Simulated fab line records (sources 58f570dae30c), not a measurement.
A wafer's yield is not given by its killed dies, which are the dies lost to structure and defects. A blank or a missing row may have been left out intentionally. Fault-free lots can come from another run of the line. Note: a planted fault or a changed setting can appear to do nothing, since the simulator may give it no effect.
fab line records    flow berkeley-cmos170
[record] lots = 14  wafers = 42  last-day = 14
route steps=331 shown NLDD@167 CONTACT@218 V2@308
lots with no fault: from the same line, run without faults
start-h: the number of hours between the record's first day and the start of the first shown wafer of the lot    wait-h: hours since the lot's step before    " repeats the value in the row above    L1.1+2: one row covering several wafers at once    - either no value or no given start    * or withheld: withheld    < > ~ a bound
route shown NAME@n: names a module that has steps shown in the file, with the first one's number in the route    usual: mean and standard deviation over wafers with no fault    same: alike in all rows    chamber/n: place in a boat    sites: per-site readings    _std_site: the standard deviation of these    _edge_site: outer sites' mean less inner sites'    radius-mm: for every site, how far away it sits from the centre of the wafer    mask NAME#n: copy n    behind: tool/chamber where the wafer was last shaped    hold: cause of the lot's hold/its duration in hours/its outcome    device: transistor that didn't switch, given as n, p or np    end of line: the route-end tests of the same wafers    for a step that has no rows: nothing shown but its recipe    killed: not the wafer's yield, but the dies lost to structure and defects at the first sort    map: per-die view of a wafer (x killed, . not killed, _ where there is no die)
set.NAME: the run value of the setting; set.NAME@STEP: its run value at that earlier step    model.NAME: the simulator's own value behind a step, which no gauge read
the route's steps for a sample of lots (tables are steps, rows are wafers)
services: when a tool's chamber went out of use (start-h, in hours from the record's first day, below 0 if earlier), for how many hours, and the reason
[[steps]]
[step UCB170_NLDD_IMPLANT_09]
[recipe] species = As  dose-cm2 = 5e+13  energy-kev = 30  tilt-deg = 7  rotation-deg = 180
[usual] faraday-current-uA = 159/3
lot.wafer  tool          chamber  start-h  wait-h  faraday-current-uA
L675.1     implanter-01  0        163.81   0.1     159
L675.3     "             0        "        "       157
L675.4     "             0        "        "       156
L676.1     implanter-04  0        177.20   0.1     162
L676.4     "             0        "        "       159
L676.6     "             0        "        "       154
L677.2     implanter-01  0        177.50   0.1     156
L677.3     "             0        "        "       158
L677.4     "             0        "        "       163
L678.1     implanter-04  0        177.75   0.1     158
L678.5     "             0        "        "       162
L678.6     "             0        "        "       162
L682.2     implanter-01  0        193.79   0.1     166
L682.3     "             0        "        "       158
L682.4     "             0        "        "       161
L681.1     implanter-01  0        194.87   0.1     156
L681.2     "             0        "        "       158
L681.3     "             0        "        "       154
L687.1     implanter-04  0        233.60   0.1     158
L687.3     "             0        "        "       159
L687.4     "             0        "        "       152
L692.1     implanter-04  0        238.32   0.1     159
L692.5     "             0        "        "       159
L692.6     "             0        "        "       155
L690.1     implanter-04  0        238.89   0.1     160
L690.4     "             0        "        "       156
L690.5     "             0        "        "       153
L694.1     implanter-01  0        263.99   0.1     155
L694.2     "             0        "        "       159
L694.5     "             0        "        "       159
L693.4     implanter-04  0        264.79   0.1     161
L693.5     "             0        "        "       160
L693.6     "             0        "        "       157
L697.1     implanter-01  0        266.97   0.1     158
L697.2     "             0        "        "       153
L697.5     "             0        "        "       166
L696.2     implanter-04  0        267.53   0.1     161
L696.3     "             0        "        "       161
L696.4     "             0        "        "       154
L698.1     implanter-03  0        286.02   0.1     150
L698.2     "             0        "        "       159
L698.5     "             0        "        "       158
[step UCB170_SDANNEAL_RS_MEAS_05]
[recipe] thk-meas-gauge = four-point-probe
[usual] NLDD_RS = 616.8/1.5
lot.wafer  tool           chamber  start-h  wait-h  NLDD_RS[ohm/sq]
L675.1     film-metro-04  -        175.30   0.1     619.3
L675.3     "              -        "        "       620.9
L675.4     "              -        "        "       618.2
L676.1     film-metro-04  -        191.02   0.1     616.3
L676.4     "              -        "        "       618.0
L676.6     "              -        "        "       616.3
L677.2     film-metro-04  -        191.56   0.1     617.4
L677.3     "              -        "        "       615.6
L677.4     "              -        "        "       617.5
L678.1     film-metro-02  -        191.58   0.1     617.2
L678.5     "              -        "        "       616.3
L678.6     "              -        "        "       618.3
L682.2     film-metro-01  -        208.63   0.1     559.6
L682.3     "              -        "        "       549.5
L682.4     "              -        "        "       571.2
L681.1     film-metro-04  -        208.91   0.1     559.4
L681.2     "              -        "        "       538.2
L681.3     "              -        "        "       572.0
L687.1     film-metro-02  -        247.20   0.1     617.6
L687.3     "              -        "        "       616.9
L687.4     "              -        "        "       617.0
L692.1     film-metro-02  -        250.65   0.1     617.7
L692.5     "              -        "        "       617.3
L692.6     "              -        "        "       617.4
L690.1     film-metro-01  -        250.88   0.1     617.0
L690.4     "              -        "        "       615.0
L690.5     "              -        "        "       616.2
L697.1     film-metro-02  -        280.56   0.1     615.6
L697.2     "              -        "        "       614.8
L697.5     "              -        "        "       615.4
L693.4     film-metro-01  -        280.62   0.1     616.1
L693.5     "              -        "        "       616.6
L693.6     "              -        "        "       616.8
L694.1     film-metro-04  -        280.69   0.1     615.5
L694.2     "              -        "        "       614.6
L694.5     "              -        "        "       614.9
L696.2     film-metro-02  -        281.06   0.1     616.6
L696.3     "              -        "        "       615.1
L696.4     "              -        "        "       615.5
L698.1     film-metro-01  -        295.82   0.1     615.6
L698.2     "              -        "        "       615.9
L698.5     "              -        "        "       614.4
[step UCB170_CONTACT_THK_MEAS_02]
[recipe] reads = PSG_of_CONTACT_CVD_01
[usual] CONTACT_PSG_THK = 703/6.6
lot.wafer  tool           chamber  start-h  wait-h  CONTACT_PSG_THK[nm]
L675.1     film-metro-04  -        178.68   0.0     711
L675.3     "              -        "        "       714
L675.4     "              -        "        "       709
L676.1     film-metro-04  -        193.55   0.0     695
L676.4     "              -        "        "       694
L676.6     "              -        "        "       694
L678.1     film-metro-03  -        195.33   0.0     694
L678.5     "              -        "        "       694
L678.6     "              -        "        "       689
L677.2     film-metro-04  -        195.34   0.0     709
L677.3     "              -        "        "       707
L677.4     "              -        "        "       708
L682.2     film-metro-03  -        211.19   0.0     704
L682.3     "              -        "        "       708
L682.4     "              -        "        "       705
L681.1     film-metro-01  -        212.62   0.0     700
L681.2     "              -        "        "       707
L681.3     "              -        "        "       700
L687.1     film-metro-04  -        249.70   0.0     698
L687.3     "              -        "        "       700
L687.4     "              -        "        "       704
L690.1     film-metro-04  -        255.24   0.0     704
L690.4     "              -        "        "       700
L690.5     "              -        "        "       708
L692.1     film-metro-03  -        255.24   0.0     701
L692.5     "              -        "        "       703
L692.6     "              -        "        "       706
L694.1     film-metro-03  -        283.64   0.0     706
L694.2     "              -        "        "       712
L694.5     "              -        "        "       707
L697.1     film-metro-01  -        283.64   0.0     713
L697.2     "              -        "        "       708
L697.5     "              -        "        "       710
L693.4     film-metro-04  -        283.67   0.0     694
L693.5     "              -        "        "       703
L693.6     "              -        "        "       693
L696.2     film-metro-03  -        283.71   0.1     716
L696.3     "              -        "        "       717
L696.4     "              -        "        "       706
L698.1     film-metro-03  -        299.23   0.0     705
L698.2     "              -        "        "       704
L698.5     "              -        "        "       705
[step UCB170_CONTACT_OVL_MEAS_16]
[usual] CONTACT_OVL = 0/5.7
lot.wafer  tool        chamber  start-h  wait-h  CONTACT_OVL[nm]
L675.1     overlay-02  -        180.70   0.1     4
L675.3     "           -        "        "       8
L675.4     "           -        "        "       5
L676.1     overlay-02  -        195.48   0.1     -2
L676.4     "           -        "        "       -9
L676.6     "           -        "        "       -6
L678.1     overlay-01  -        197.17   0.1     7
L678.5     "           -        "        "       3
L678.6     "           -        "        "       0
L677.2     overlay-02  -        197.45   0.1     0
L677.3     "           -        "        "       0
L677.4     "           -        "        "       5
L682.2     overlay-01  -        213.56   0.1     -14
L682.3     "           -        "        "       -6
L682.4     "           -        "        "       -7
L681.1     overlay-02  -        214.64   0.1     6
L681.2     "           -        "        "       0
L681.3     "           -        "        "       2
L687.1     overlay-02  -        251.95   0.1     3
L687.3     "           -        "        "       -7
L687.4     "           -        "        "       -7
L692.1     overlay-02  -        257.23   0.1     4
L692.5     "           -        "        "       -2
L692.6     "           -        "        "       -1
L690.1     overlay-01  -        257.35   0.1     1
L690.4     "           -        "        "       3
L690.5     "           -        "        "       8
L693.4     overlay-01  -        286.26   0.1     7
L693.5     "           -        "        "       6
L693.6     "           -        "        "       4
L697.1     overlay-02  -        286.43   0.1     -2
L697.2     "           -        "        "       -4
L697.5     "           -        "        "       -7
L694.1     overlay-01  -        286.52   0.1     7
L694.2     "           -        "        "       -3
L694.5     "           -        "        "       2
L696.2     overlay-02  -        286.64   0.1     4
L696.3     "           -        "        "       -2
L696.4     "           -        "        "       4
L698.1     overlay-01  -        303.98   0.1     -3
L698.2     "           -        "        "       -5
L698.5     "           -        "        "       -7
[step UCB170_V2_CD_MEAS_90]
[recipe] target-cd-nm = 700
[usual] cd-nm = 700.2/1.4
lot.wafer  tool       chamber  start-h  wait-h  cd-nm
L675.1     cd-sem-01  -        191.98   0.1     698.7
L675.3     "          -        "        "       700.2
L675.4     "          -        "        "       700.3
L676.1     cd-sem-02  -        207.68   0.1     701.7
L676.4     "          -        "        "       702.1
L676.6     "          -        "        "       701.9
L678.1     cd-sem-02  -        210.65   0.1     700.5
L678.5     "          -        "        "       699.9
L678.6     "          -        "        "       700.6
L677.2     cd-sem-02  -        210.86   0.1     699.2
L677.3     "          -        "        "       698.4
L677.4     "          -        "        "       698.4
L682.2     cd-sem-01  -        225.08   0.1     701.4
L682.3     "          -        "        "       700.2
L682.4     "          -        "        "       701.6
L681.1     cd-sem-02  -        226.27   0.1     701.6
L681.2     "          -        "        "       702.2
L681.3     "          -        "        "       702.3
L687.1     cd-sem-02  -        270.05   0.1     701.6
L687.3     "          -        "        "       700.4
L687.4     "          -        "        "       701.2
L690.1     cd-sem-02  -        271.16   0.1     702.7
L690.4     "          -        "        "       700.5
L690.5     "          -        "        "       700.5
L692.1     cd-sem-02  -        272.19   0.2     697.9
L692.5     "          -        "        "       700.3
L692.6     "          -        "        "       699.1
L693.4     cd-sem-01  -        302.23   0.1     700.9
L693.5     "          -        "        "       701.7
L693.6     "          -        "        "       701.3
L697.1     cd-sem-01  -        304.23   0.2     699.6
L697.2     "          -        "        "       699.9
L697.5     "          -        "        "       700.9
L694.1     cd-sem-01  -        304.50   0.1     698.6
L694.2     "          -        "        "       699.8
L694.5     "          -        "        "       698.6
L696.2     cd-sem-01  -        304.88   0.1     700.0
L696.3     "          -        "        "       700.8
L696.4     "          -        "        "       699.1
L698.1     cd-sem-02  -        320.36   0.1     699.4
L698.2     "          -        "        "       698.9
L698.5     "          -        "        "       697.6
[[services]]
tool          chamber  start-h  hours  kind
implanter-03  -        145.16   2.8    pm
implanter-03  -        157.49   3.1    repair
implanter-01  -        184.59   3.9    pm
implanter-03  -        201.09   1.6    repair
implanter-01  -        228.60   3.3    repair
implanter-01  -        243.24   2.1    repair
implanter-04  -        274.73   1.7    repair
implanter-04  -        279.01   2.8    repair
implanter-04  -        281.85   3.1    pm
[[key]]
[first-sign] step = UCB170_SDANNEAL_RS_MEAS_05  reading = NLDD_RS  direction = down  sigmas = 39  usual = 616.8  struck = 558.3
effect none on later readings
met-at UCB170_NLDD_IMPLANT_09
struck-lots L681,L682
tester-left-out L681,L682
not-acting-at UCB170_CONTACT_THK_MEAS_02,UCB170_CONTACT_OVL_MEAS_16,UCB170_V2_CD_MEAS_90
onset-between 177.50 193.79
[fault] kind = process-parameter-drift  tool = implanter-01  chamber = -  onset-h = 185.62  steps = UCB170_NLDD_IMPLANT_09  channel = tilt-deg  offset = -5  spread-by-wafer = 0.3  shape = step  end-h = 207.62  acts-in = these-recipes-only  stated = 7
// tester-left-out: of these lots the tester's yield and bins aren't shown, on N5 and GAA mostly nor the transistor test; their killed dies are dies lost to structure and defects alone, not to doping, threshold or leakage, so they don't give the yield
